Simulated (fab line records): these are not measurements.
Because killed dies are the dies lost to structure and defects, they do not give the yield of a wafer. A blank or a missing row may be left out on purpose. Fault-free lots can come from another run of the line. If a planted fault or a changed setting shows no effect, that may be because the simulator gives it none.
Which tool was responsible? ; flow berkeley_cmos170 ; 14 lots with 42 wafers sampled at 3 steps, on a route of 331 steps

WHAT EACH GAUGE READ, for each wafer
UCB170_PSD_CD_MEAS_06: the cd target is 1200 nm. Usual: cd_nm 1200.0 nm, standard deviation 1.3.
lot;measured;on;cd_nm (nm);flag
L873;day 6 08:02;cd_sem-01;1198.1 1200.3 1199.9;
L874;day 6 22:12;cd_sem-01;1198.5 1198.3 1199.2;
L876;day 7 06:15;cd_sem-01;1199.9 1199.1 1199.8;
L877;day 7 06:22;cd_sem-01;1200.6 1199.9 1200.4;
L879;day 7 20:13;cd_sem-01;1200.9 1201.1 1201.7;
L880;day 7 20:22;cd_sem-02;1199.7 1198.7 1200.0;
L882;day 8 01:59;cd_sem-02;- - -;OFF
L884;day 8 19:45;cd_sem-01;- - -;OFF
L892;day 10 05:56;cd_sem-02;1199.1 1201.2 1198.6;
L891;day 10 06:08;cd_sem-01;1201.2 1200.6 1200.6;
L894;day 10 15:49;cd_sem-02;1201.4 1199.8 1202.2;
L893;day 10 15:53;cd_sem-01;1203.1 1201.1 1200.7;
L895;day 10 16:07;cd_sem-02;1198.2 1197.5 1197.0;
L896;day 10 16:26;cd_sem-02;1200.2 1200.7 1201.2;

UCB170_PSD_OVL_MEAS_07. Usual: for PSD_OVL the level is 5 nm and the standard deviation is 5.4.
lot;measured;on;PSD_OVL (nm);flag
L873;day 6 08:09;overlay-02;-2 0 -1;
L874;day 6 22:19;overlay-02;-3 6 -3;
L876;day 7 06:20;overlay-01;6 3 5;
L877;day 7 06:29;overlay-02;8 4 6;
L879;day 7 20:20;overlay-02;0 3 4;
L880;day 7 20:27;overlay-01;10 5 9;
L882;day 8 02:04;overlay-01;- - -;OFF
L884;day 8 19:52;overlay-01;- - -;OFF
L892;day 10 06:03;overlay-02;3 5 0;
L891;day 10 06:13;overlay-01;11 12 9;
L894;day 10 15:56;overlay-01;-1 2 -9;
L893;day 10 16:01;overlay-02;2 1 -1;
L895;day 10 16:13;overlay-01;-1 9 1;
L896;day 10 16:34;overlay-01;14 13 9;

WHAT TOOL EACH LOT RAN ON (gives the tool, then ch and the chambers of the sampled wafers, and finally the start)
lot;UCB170_PSD_PEB_04
L873;litho_track-01 ch 0, day 6 07:46
L874;litho_track-01 ch 0, day 6 21:55
L876;litho_track-01 ch 0, day 7 05:59
L877;litho_track-04 ch 0, day 7 06:05
L879;litho_track-04 ch 0, day 7 19:56
L880;litho_track-02 ch 0, day 7 20:06
L882;litho_track-01, day 8 01:44
L884;litho_track-04, day 8 19:29
L892;litho_track-02 ch 0, day 10 05:38
L891;litho_track-01 ch 0, day 10 05:52
L894;litho_track-02 ch 0, day 10 15:32
L893;litho_track-01 ch 0, day 10 15:37
L895;litho_track-02 ch 0, day 10 15:50
L896;litho_track-01 ch 0, day 10 16:10
- UCB170_PSD_PEB_04

AS READ BY THE TOOLS THEMSELVES (means over the sampled wafers that have a number; for cases with no such wafer, the mark the record gives instead)
UCB170_PSD_PEB_04. Usual: chill_plate_temp_C 23.00 C, standard deviation 0.1; exhaust_pa 44.7 Pa, standard deviation 1.1; plate_temp_C 129.96 C, standard deviation 0.12.
lot;tool;chill_plate_temp_C (C);exhaust_pa (Pa);plate_temp_C (C);flag
L873;litho_track-01;22.90;44.2;129.95;
L874;litho_track-01;23.04;46.0;130.04;
L876;litho_track-01;22.72;43.4;129.92;
L877;litho_track-04;23.03;44.4;130.15;
L879;litho_track-04;23.01;46.2;130.07;
L880;litho_track-02;23.06;45.0;129.91;
L882;litho_track-01;-;-;-;OFF
L884;litho_track-04;-;-;-;OFF
L892;litho_track-02;22.94;45.1;129.97;
L891;litho_track-01;23.16;43.3;129.98;
L894;litho_track-02;22.94;43.4;129.94;
L893;litho_track-01;22.99;44.6;130.05;
L895;litho_track-02;23.13;44.8;129.99;
L896;litho_track-01;23.04;45.9;129.96;

THE ANSWER, worked out from the rows above alone
Rule: lot off if the mean of its wafers having a number is beyond 3 standard deviations from the usual mean. Also off: a lot with no number at a reading for which 4 or more lots have one. The other lots that the step has rows for count as sound. First the gauges in route order, then the tools' own readings, where a lot's mean is used as printed above. The first step at which some lot is off is used, and at that step the reading that is off furthest; a lot without a number counts as furthest.
Off at UCB170_PSD_CD_MEAS_06 (cd_nm): L882, L884. Without a number there: L882, L884.
A tool fits if, at a process step before that reading, it ran every lot that is off, and no sound lot after the first of them. The gauges at UCB170_PSD_CD_MEAS_06 aren't tried: what is off there is off at UCB170_PSD_OVL_MEAS_07 too, on other tools, and a gauge's error can't cause that. Of those tried, none fits.

WHAT THE SIMULATOR PUT IN
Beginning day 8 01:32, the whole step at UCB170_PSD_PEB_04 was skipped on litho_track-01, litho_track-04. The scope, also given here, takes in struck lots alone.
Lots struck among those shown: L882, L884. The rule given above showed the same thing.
